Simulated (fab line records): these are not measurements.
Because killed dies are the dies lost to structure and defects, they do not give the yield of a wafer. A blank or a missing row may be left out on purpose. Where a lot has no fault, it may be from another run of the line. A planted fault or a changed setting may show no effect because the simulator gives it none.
The tool behind it: which one? || flow berkeley_cmos170 || 33 wafers sampled from 11 lots at 1 step of a route of 331

## WHAT EACH GAUGE READ, for each wafer
UCB170_SACOX_THK_MEAS_02.
{"lot": "L368", "measured": "day 5 13:16", "on": "film_metro-03", "SACOX_OXIDE_THK (nm)": "14.32 14.02 14.03"}
{"lot": "L367", "measured": "day 5 13:16", "on": "film_metro-01", "SACOX_OXIDE_THK (nm)": "14.40 14.43 14.32"}
{"lot": "L369", "measured": "day 6 00:23", "on": "film_metro-04", "SACOX_OXIDE_THK (nm)": "14.07 14.07 14.34"}
{"lot": "L372", "measured": "day 6 11:55", "on": "film_metro-04", "SACOX_OXIDE_THK (nm)": "14.12 13.96 13.96"}
{"lot": "L370", "measured": "day 6 11:55", "on": "film_metro-01", "SACOX_OXIDE_THK (nm)": "14.79 14.84 15.07"}
{"lot": "L373", "measured": "day 6 11:55", "on": "film_metro-03", "SACOX_OXIDE_THK (nm)": "14.55 14.41 14.27"}
{"lot": "L371", "measured": "day 6 11:59", "on": "film_metro-01", "SACOX_OXIDE_THK (nm)": "14.57 14.90 14.85"}
{"lot": "L374", "measured": "day 6 16:39", "on": "film_metro-03", "SACOX_OXIDE_THK (nm)": "14.35 14.35 14.50"}
{"lot": "L380", "measured": "day 7 22:06", "on": "film_metro-01", "SACOX_OXIDE_THK (nm)": "14.20 14.17 14.35"}
{"lot": "L381", "measured": "day 7 22:06", "on": "film_metro-04", "SACOX_OXIDE_THK (nm)": "14.46 14.29 14.28"}
{"lot": "L390", "measured": "day 9 18:00", "on": "film_metro-01", "SACOX_OXIDE_THK (nm)": "14.05 14.38 14.25"}

## WHAT TOOL EACH LOT RAN ON (gives the tool, then ch and the chambers of the sampled wafers, and finally the start)
Before these readings, the record contains no process step.

## THE ANSWER, worked out from the rows above alone
Rule: what is usual is taken from the lots themselves. The widest of any qualifying gaps counts: lots, ordered by their means at a reading, are off when they make up no more than a third of the lots, leave a main group of 4 or more, and stand apart from it by 3 or more times the standard deviation of that group's means. If all means in a main group match to the digits the tables above print for the reading, that group is not used. Also off: a lot with no number at a reading for which 4 or more lots have one. The other lots that the step has rows for count as sound.
None of the lots is off at any reading shown; this tells nothing.

## WHAT THE SIMULATOR HAD PUT IN
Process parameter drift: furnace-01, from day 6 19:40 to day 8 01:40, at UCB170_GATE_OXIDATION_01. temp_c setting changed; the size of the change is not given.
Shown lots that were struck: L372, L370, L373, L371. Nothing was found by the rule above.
